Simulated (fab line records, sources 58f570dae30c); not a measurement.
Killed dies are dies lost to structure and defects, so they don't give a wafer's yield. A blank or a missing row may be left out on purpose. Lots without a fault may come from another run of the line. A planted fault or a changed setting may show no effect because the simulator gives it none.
Which tool did it? | flow berkeley_cmos170 | 14 lots, 42 wafers sampled, at 2 steps of a route of 331

WHAT THE GAUGES READ, wafer by wafer
UCB170_NWELL_TW_MEAS_16. Usual: NWELL_TW 1250, standard deviation 6.
lot  | measured    | on            | NWELL_TW       | flag
L807 | day 2 06:37 | film_metro-01 | 1239 1253 1251 |
L808 | day 2 19:49 | film_metro-01 | 1249 1247 1244 |
L810 | day 3 23:59 | film_metro-02 | 1246 1262 1258 |
L813 | day 4 07:23 | film_metro-02 | 1251 1249 1252 |
L814 | day 4 07:41 | film_metro-02 | 1249 1250 1251 |
L817 | day 5 01:10 | film_metro-01 | 1257 1257 1268 |
L816 | day 5 01:25 | film_metro-02 | 1256 1260 1257 |
L818 | day 5 01:31 | film_metro-03 | 1252 1255 1248 |
L819 | day 5 17:28 | film_metro-01 | 1254 1254 1254 |
L822 | day 6 00:41 | film_metro-01 | 1244 1239 1246 |
L825 | day 6 08:14 | film_metro-03 | 1217 1217 1216 | OFF
L826 | day 6 13:45 | film_metro-03 | 1214 1219 1209 | OFF
L829 | day 7 03:59 | film_metro-01 | 1249 1244 1247 |
L830 | day 7 11:58 | film_metro-01 | 1241 1243 1242 |

WHICH TOOL RAN EACH LOT (tool, then ch and the chambers of the sampled wafers, then the start)
lot  | UCB170_NWELL_IMPLANT_14
L807 | implanter-01 ch 0, day 2 06:22
L808 | implanter-03 ch 0, day 2 19:34
L810 | implanter-03 ch 0, day 3 23:46
L813 | implanter-03 ch 0, day 4 07:08
L814 | implanter-03 ch 0, day 4 07:28
L817 | implanter-01 ch 0, day 5 00:57
L816 | implanter-04 ch 0, day 5 01:10
L818 | implanter-03 ch 0, day 5 01:16
L819 | implanter-01 ch 0, day 5 17:14
L822 | implanter-03 ch 0, day 6 00:27
L825 | implanter-03 ch 0, day 6 07:59
L826 | implanter-03 ch 0, day 6 13:31
L829 | implanter-01 ch 0, day 7 03:44
L830 | implanter-04 ch 0, day 7 11:43
- UCB170_NWELL_IMPLANT_14

WHAT THE TOOLS THEMSELVES READ (means of the sampled wafers that have a number; where no wafer has one, the mark that the record gives instead)
UCB170_NWELL_IMPLANT_14. Usual: dose_ions_cm2 9.999e+12, standard deviation 1.1e+10; faraday_current_uA 31.7, standard deviation 0.61.
lot  | tool         | dose_ions_cm2 | faraday_current_uA | flag
L807 | implanter-01 | 1.001e+13     | 31.5               |
L808 | implanter-03 | 9.987e+12     | 31.4               |
L810 | implanter-03 | 1.000e+13     | 31.5               |
L813 | implanter-03 | 1.001e+13     | 31.6               |
L814 | implanter-03 | 9.998e+12     | 32.2               |
L817 | implanter-01 | 1.000e+13     | 31.9               |
L816 | implanter-04 | 1.000e+13     | 31.9               |
L818 | implanter-03 | 1.000e+13     | 31.0               |
L819 | implanter-01 | 1.002e+13     | 31.5               |
L822 | implanter-03 | 1.001e+13     | 31.0               |
L825 | implanter-03 | 9.200e+12     | 28.9               | OFF
L826 | implanter-03 | 9.192e+12     | 29.5               | OFF
L829 | implanter-01 | 9.998e+12     | 31.0               |
L830 | implanter-04 | 9.999e+12     | 32.0               |

THE ANSWER, worked out from the rows above alone
Rule: a lot is off if the mean of its wafers that have a number lies more than 3 standard deviations from the usual mean. A lot without any number at a reading at which 4 lots or more have one is off too. The other lots that the step has rows for count as sound. The gauges are gone through in route order, then the tools' own readings, and for those a lot's mean is taken as printed above. The first step at which some lot is off is used, and at that step the reading that is off furthest; a lot without a number counts as furthest.
Off: L825, L826, at UCB170_NWELL_TW_MEAS_16 (NWELL_TW).
A tool fits if, at a process step before that reading, it ran every lot that is off, and no sound lot after the first of them. The gauges at UCB170_NWELL_TW_MEAS_16 aren't tried: what is off there is off at UCB170_NWELL_IMPLANT_14 too, on other tools, and a gauge's error can't cause that. One fits: implanter-03 at UCB170_NWELL_IMPLANT_14. Its last sound lot is L822 (day 6 00:27), its first lot that is off L825 (day 6 07:59): a fault that began between those two fits.
The tool's own readings at UCB170_NWELL_IMPLANT_14 bear it out: on the lots that are off they differ by more than 5 times the standard deviation of the sound lots' means. dose_ions_cm2 reads 9.196e+12 there against 1.000e+13 on the sound lots; faraday_current_uA reads 29.2 there against 31.5 on the sound lots.

WHAT THE SIMULATOR HAD PUT IN
Process parameter drift: implanter-03, from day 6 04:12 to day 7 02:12, at UCB170_NWELL_IMPLANT_14. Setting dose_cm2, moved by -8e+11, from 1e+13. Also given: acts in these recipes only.
Lots struck among those shown: L825, L826. The rule above found the same.
